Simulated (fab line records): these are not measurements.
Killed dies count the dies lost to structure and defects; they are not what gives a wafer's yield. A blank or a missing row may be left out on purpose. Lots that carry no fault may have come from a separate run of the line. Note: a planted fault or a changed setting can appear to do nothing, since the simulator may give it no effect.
fab line records | flow rit_cmos
[record] lots = 15 | wafers = 45 | last_day = 7
route steps=202 shown SPACER@128
lots that met no fault: from a run of the same line without faults
start_h: start of the lot's first displayed wafer, in hours after the record's first day | wait_h: hours since the lot's step before | " same as the row above | L1.1+2: a single row standing in for several wafers | - value missing, or start not given | * or withheld: withheld | < > ~ a bound
route shown NAME@n: names a module that has steps shown in the file, with the first one's number in the route | usual: mean/standard deviation taken from wafers without a fault | same: alike in all rows | chamber/n: place in a boat | sites: readings site by site | _std_site: standard deviation of those values | _edge_site: inner sites' mean taken away from outer sites' mean | radius_mm: how far each site lies from the wafer's centre | mask NAME#n: copy n | behind: the most recent tool/chamber to have shaped the wafer | hold: reason for holding the lot/hours on hold/outcome of the hold | device: the transistor (n, p or np) that didn't switch | end of line: at the end of the route, the tests of the same wafers | for a step that has no rows: nothing shown but its recipe | killed: at the first sort, the dies lost to defects and structure; wafer yield is something else | map: dies across one wafer; x = killed, . = not, _ = none there
set.NAME: the setting the step ran with; set.NAME@STEP: the setting that earlier step ran with | model.NAME: the simulator's own value behind a step, which no gauge read
route steps across a sampled set of lots; one table per step, one row per wafer
services: a tool's chamber out of use, with start hour (start_h, from the record's first day; less than 0 if before it), hours out, and reason
[[steps]]
[step RIT_SPACER_CVD_03]
[recipe] material = Si3N4 | target_thk_nm = 250 | temp_c = 810 | precursor = SiH2Cl2/NH3 | time_s = 3300 | pressure_mtorr = 300 | sih2cl2_flow_sccm = 60 | nh3_flow_sccm = 150
[usual] sih2cl2_flow_sccm = 60.02/0.18 | spike_tc_load_C = 834/4.2 | zone_power_centre_pct = 39.2/1.7
lot.wafer | tool     | chamber | start_h | wait_h | sih2cl2_flow_sccm | spike_tc_load_C | zone_power_centre_pct
L536.1    | lpcvd-01 | 1       | 45.16   | 0.0    | 60.11             | 834             | 36.0
L536.2    | "        | 1       | "       | "      | 60.22             | 835             | 35.7
L536.3    | "        | 1       | "       | "      | 60.29             | 835             | 36.0
L537.2    | lpcvd-01 | 1       | 48.20   | 0.0    | 60.04             | 834             | 36.7
L537.3    | "        | 1       | "       | "      | 60.32             | 835             | 36.5
L537.4    | "        | 1       | "       | "      | 60.28             | 836             | 35.8
L538.1    | lpcvd-02 | 0       | 55.43   | 0.0    | 60.00             | 831             | 40.6
L538.2    | "        | 0       | "       | "      | 59.92             | 829             | 41.3
L538.5    | "        | 0       | "       | "      | 60.12             | 830             | 40.0
L540.1    | lpcvd-02 | 0       | 65.86   | 0.0    | 60.15             | 829             | 40.9
L540.4    | "        | 0       | "       | "      | 59.83             | 830             | 40.4
L540.5    | "        | 0       | "       | "      | 60.02             | 830             | 40.0
L541.1    | lpcvd-02 | 0       | 69.32   | 0.0    | 59.97             | 831             | 40.3
L541.3    | "        | 0       | "       | "      | 59.86             | 831             | 40.6
L541.4    | "        | 0       | "       | "      | 59.88             | 829             | 39.9
L542.1    | lpcvd-02 | 0       | 73.04   | 0.0    | 59.99             | 830             | 40.2
L542.2    | "        | 0       | "       | "      | 60.25             | 829             | 40.6
L542.6    | "        | 0       | "       | "      | 60.25             | 831             | 40.6
L544.1    | lpcvd-02 | 0       | 83.35   | 0.0    | 60.12             | 830             | 39.8
L544.3    | "        | 0       | "       | "      | 60.21             | 831             | 40.8
L544.6    | "        | 0       | "       | "      | 59.96             | 830             | 40.4
L546.1    | lpcvd-01 | 0       | 93.59   | 0.0    | 59.97             | 837             | 39.2
L546.3    | "        | 0       | "       | "      | 59.96             | 840             | 38.9
L546.5    | "        | 0       | "       | "      | 59.64             | 838             | 38.0
L547.1    | lpcvd-02 | 0       | 98.53   | 0.0    | 60.02             | 831             | 40.2
L547.4    | "        | 0       | "       | "      | 59.99             | 831             | 40.8
L547.5    | "        | 0       | "       | "      | 60.15             | 829             | 40.9
L551.1    | lpcvd-02 | 1       | 118.36  | 0.0    | 59.98             | 840             | 41.7
L551.4    | "        | 1       | "       | "      | 59.81             | 839             | 41.0
L551.6    | "        | 1       | "       | "      | 59.83             | 840             | 41.3
L552.2    | lpcvd-01 | 1       | 123.74  | 0.0    | 59.93             | 835             | 35.6
L552.3    | "        | 1       | "       | "      | 59.97             | 835             | 36.3
L552.4    | "        | 1       | "       | "      | 60.02             | 835             | 36.0
L553.2    | lpcvd-02 | 1       | 129.30  | 0.0    | 71.73             | 842             | 41.2
L553.3    | "        | 1       | "       | "      | 72.00             | 841             | 40.9
L553.6    | "        | 1       | "       | "      | 71.77             | 840             | 41.8
L554.2    | lpcvd-02 | 0       | 134.51  | 0.0    | 72.26             | 830             | 40.4
L554.4    | "        | 0       | "       | "      | 71.87             | 832             | 40.0
L554.5    | "        | 0       | "       | "      | 71.97             | 830             | 39.5
L557.2    | lpcvd-01 | 0       | 150.74  | 0.0    | 60.09             | 837             | 38.6
L557.3    | "        | 0       | "       | "      | 59.99             | 838             | 39.0
L557.4    | "        | 0       | "       | "      | 60.29             | 837             | 39.4
L558.1    | lpcvd-02 | 1       | 155.87  | 0.0    | 72.15             | 843             | 41.3
L558.4    | "        | 1       | "       | "      | 72.13             | 840             | 41.4
L558.5    | "        | 1       | "       | "      | 72.61             | 842             | 41.1
[step RIT_SPACER_THK_MEAS_04]
[recipe] reads = Si3N4_of_SPACER_CVD_03
[usual] SPACER_NITRIDE_THK = 250.5/2
lot.wafer | tool          | chamber | start_h | wait_h | SPACER_NITRIDE_THK[nm]
L536.1    | film_metro-04 | -       | 47.08   | 0.0    | 246.6
L536.2    | "             | -       | "       | "      | 248.5
L536.3    | "             | -       | "       | "      | 248.4
L537.2    | film_metro-01 | -       | 50.12   | 0.0    | 250.0
L537.3    | "             | -       | "       | "      | 250.9
L537.4    | "             | -       | "       | "      | 253.1
L538.1    | film_metro-01 | -       | 57.34   | 0.0    | 250.4
L538.2    | "             | -       | "       | "      | 251.6
L538.5    | "             | -       | "       | "      | 249.8
L540.1    | film_metro-04 | -       | 67.78   | 0.0    | 249.4
L540.4    | "             | -       | "       | "      | 250.2
L540.5    | "             | -       | "       | "      | 247.8
L541.1    | film_metro-01 | -       | 71.24   | 0.0    | 251.7
L541.3    | "             | -       | "       | "      | 252.8
L541.4    | "             | -       | "       | "      | 252.1
L542.1    | film_metro-02 | -       | 74.95   | 0.0    | 251.1
L542.2    | "             | -       | "       | "      | 249.2
L542.6    | "             | -       | "       | "      | 248.7
L544.1    | film_metro-04 | -       | 85.26   | 0.0    | 248.5
L544.3    | "             | -       | "       | "      | 251.6
L544.6    | "             | -       | "       | "      | 249.8
L546.1    | film_metro-02 | -       | 95.50   | 0.0    | 248.9
L546.3    | "             | -       | "       | "      | 250.3
L546.5    | "             | -       | "       | "      | 248.4
L547.1    | film_metro-02 | -       | 100.45  | 0.0    | 252.8
L547.4    | "             | -       | "       | "      | 252.1
L547.5    | "             | -       | "       | "      | 251.2
L551.1    | film_metro-01 | -       | 120.28  | 0.0    | 251.6
L551.4    | "             | -       | "       | "      | 253.3
L551.6    | "             | -       | "       | "      | 252.3
L552.2    | film_metro-02 | -       | 125.66  | 0.0    | 251.1
L552.3    | "             | -       | "       | "      | 249.9
L552.4    | "             | -       | "       | "      | 248.4
L553.2    | film_metro-04 | -       | 131.23  | 0.0    | 266.6
L553.3    | "             | -       | "       | "      | 267.2
L553.6    | "             | -       | "       | "      | 266.1
L554.2    | film_metro-04 | -       | 136.44  | 0.0    | 265.6
L554.4    | "             | -       | "       | "      | 265.9
L554.5    | "             | -       | "       | "      | 265.1
L557.2    | film_metro-01 | -       | 152.67  | 0.0    | 250.9
L557.3    | "             | -       | "       | "      | 250.7
L557.4    | "             | -       | "       | "      | 250.4
L558.1    | film_metro-04 | -       | 157.79  | 0.0    | 264.8
L558.4    | "             | -       | "       | "      | 268.2
L558.5    | "             | -       | "       | "      | 267.2
[step RIT_SPACER_ETCHBACK_05]
[recipe] target_depth_a = 2500 | SF6_flow_sccm = 30 | CHF3_flow_sccm = 30 | target = Si3N4 | chemistry = SF6/CHF3 | pressure_mtorr = 40 | rf_w = 250 | time_s = 230.9 | stop_on = SiO2
[usual] drypump_motor_current_A = 5.8/0.43 | oes_product_au = 0.869/0.016 | throttle_valve_pct = 10.29/0.12
lot.wafer | tool        | chamber | start_h | wait_h | drypump_motor_current_A | oes_product_au | rf_hours_counter_h | throttle_valve_pct
L536.1    | rie_diel-01 | 0       | 47.14   | 0.1    | 5.5                     | 0.859          | 5                  | 10.29
L536.2    | "           | 1       | "       | "      | 6.6                     | 0.876          | 6                  | 10.06
L536.3    | "           | 3       | "       | "      | 5.5                     | 0.860          | 4                  | 10.52
L537.2    | rie_diel-03 | 3       | 50.17   | 0.0    | 5.9                     | 0.858          | 66                 | 10.20
L537.3    | "           | 0       | "       | "      | 5.3                     | 0.848          | 136                | 10.38
L537.4    | "           | 1       | "       | "      | 6.1                     | 0.875          | 58                 | 10.21
L538.1    | rie_diel-02 | 0       | 57.40   | 0.1    | 5.3                     | 0.850          | 4                  | 10.35
L538.2    | "           | 2       | "       | "      | 5.6                     | 0.853          | 58                 | 10.28
L538.5    | "           | 0       | "       | "      | 5.3                     | 0.851          | -                  | 10.34
L540.1    | rie_diel-03 | 0       | 67.84   | 0.1    | 5.3                     | 0.847          | 137                | 10.37
L540.4    | "           | 1       | "       | "      | 6.1                     | 0.867          | 58                 | 10.22
L540.5    | "           | 0       | "       | "      | 5.3                     | 0.848          | -                  | 10.40
L541.1    | rie_diel-01 | 3       | 71.30   | 0.1    | 5.6                     | 0.876          | 4                  | 10.53
L541.3    | "           | 0       | "       | "      | 5.5                     | 0.874          | 6                  | 10.30
L541.4    | "           | 1       | "       | "      | 6.6                     | 0.878          | 6                  | 10.07
L542.1    | rie_diel-02 | 2       | 75.01   | 0.1    | 5.6                     | 0.858          | 58                 | 10.27
L542.2    | "           | 1       | "       | "      | 4.9                     | 0.870          | 150                | 10.21
L542.6    | "           | 3       | "       | "      | 6.0                     | 0.871          | -                  | 10.46
L544.1    | rie_diel-01 | 1       | 85.32   | 0.1    | 6.6                     | 0.883          | 7                  | 10.07
L544.3    | "           | 0       | "       | "      | 5.5                     | 0.881          | 6                  | 10.30
L544.6    | "           | 0       | "       | "      | 5.5                     | 0.865          | -                  | 10.29
L546.1    | rie_diel-03 | 0       | 95.56   | 0.1    | 5.3                     | 0.848          | 137                | 10.41
L546.3    | "           | 2       | "       | "      | 6.1                     | 0.884          | 138                | 10.27
L546.5    | "           | 0       | "       | "      | 5.3                     | 0.852          | -                  | 10.40
L547.1    | rie_diel-01 | 3       | 100.51  | 0.1    | 5.5                     | 0.882          | 5                  | 10.53
L547.4    | "           | 1       | "       | "      | 6.6                     | 0.886          | 7                  | 10.08
L547.5    | "           | 0       | "       | "      | 5.5                     | 0.877          | -                  | 10.29
L551.1    | rie_diel-02 | 3       | 120.34  | 0.1    | 6.0                     | 0.881          | 120                | 10.48
L551.4    | "           | 2       | "       | "      | 5.5                     | 0.865          | 59                 | 10.29
L551.6    | "           | 0       | "       | "      | 5.3                     | 0.860          | -                  | 10.35
L552.2    | rie_diel-02 | 1       | 125.71  | 0.0    | 5.0                     | 0.882          | 152                | 10.22
L552.3    | "           | 3       | "       | "      | 6.0                     | 0.876          | 120                | 10.47
L552.4    | "           | 0       | "       | "      | 5.3                     | 0.841          | 6                  | 10.35
L553.2    | rie_diel-01 | 2       | 131.28  | 0.0    | 5.7                     | 0.936          | 57                 | 10.40
L553.3    | "           | 3       | "       | "      | 5.5                     | 0.920          | 5                  | 10.53
L553.6    | "           | 1       | "       | "      | 6.6                     | 0.912          | -                  | 10.09
L554.2    | rie_diel-03 | 0       | 136.49  | 0.0    | 5.3                     | 0.887          | 138                | 10.42
L554.4    | "           | 2       | "       | "      | 6.1                     | 0.925          | 138                | 10.27
L554.5    | "           | 0       | "       | "      | 5.3                     | 0.879          | -                  | 10.40
L557.2    | rie_diel-01 | 0       | 152.72  | 0.0    | 5.5                     | 0.868          | 8                  | 10.30
L557.3    | "           | 1       | "       | "      | 6.6                     | 0.872          | 8                  | 10.09
L557.4    | "           | 1       | "       | "      | 6.6                     | 0.873          | -                  | 10.07
L558.1    | rie_diel-01 | 1       | 157.85  | 0.1    | 6.6                     | 0.915          | 8                  | 10.10
L558.4    | "           | 0       | "       | "      | 5.5                     | 0.918          | 8                  | 10.31
L558.5    | "           | 1       | "       | "      | 6.6                     | 0.920          | -                  | 10.09
[[services]]
tool        | chamber | start_h | hours | kind
rie_diel-03 | 0       | 22.45   | 14.5  | repair
lpcvd-02    | -       | 24.72   | 1.1   | repair
rie_diel-03 | 2       | 26.62   | 7.9   | repair
rie_diel-02 | 1       | 32.02   | 2.8   | repair
rie_diel-02 | 1       | 58.30   | 5.1   | repair
rie_diel-03 | 1       | 82.04   | 5.8   | repair
rie_diel-02 | 1       | 90.58   | 3.9   | repair
rie_diel-02 | 2       | 104.33  | 14.5  | repair
rie_diel-01 | -       | 107.19  | 14.6  | pm
rie_diel-01 | -       | 122.60  | 1.5   | repair
rie_diel-02 | 0       | 128.17  | 2.4   | repair
rie_diel-01 | 2       | 135.59  | 19.8  | repair
rie_diel-02 | 1       | 143.58  | -     | clean
rie_diel-02 | 1       | 143.58  | 21.6  | scheduled_down
rie_diel-02 | 1       | 143.58  | 21.6  | vent_cycle
rie_diel-02 | 2       | 143.72  | 1.5   | repair
[[key]]
[first_sign] step = RIT_SPACER_CVD_03 | reading = sih2cl2_flow_sccm | direction = up | sigmas = 68 | usual = 60.02 | struck = 72.06
[effect] step = RIT_SPACER_THK_MEAS_04 | reading = SPACER_NITRIDE_THK | direction = up | sigmas = 8 | usual = 250.5 | struck = 266.3
[effect] step = RIT_SPACER_ETCHBACK_05 | reading = oes_product_au | direction = up | sigmas = 2.7 | usual = 0.869 | struck = 0.913
met_at RIT_SPACER_CVD_03
struck_lots L553,L554,L558
tester_left_out L553,L554,L558
onset_between 118.36 129.30
[fault] kind = process_parameter_drift | tool = lpcvd-02 | chamber = - | onset_h = 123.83 | steps = RIT_SPACER_CVD_03 | channel = sih2cl2_flow_sccm | offset = 12 | shape = step | end_h = 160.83 | acts_in = these_recipes_only | stated = 60
// tester_left_out: of these lots the tester's yield and bins aren't shown, on N5 and GAA mostly nor the transistor test; their killed dies are dies lost to structure and defects alone, not to doping, threshold or leakage, so they don't give the yield
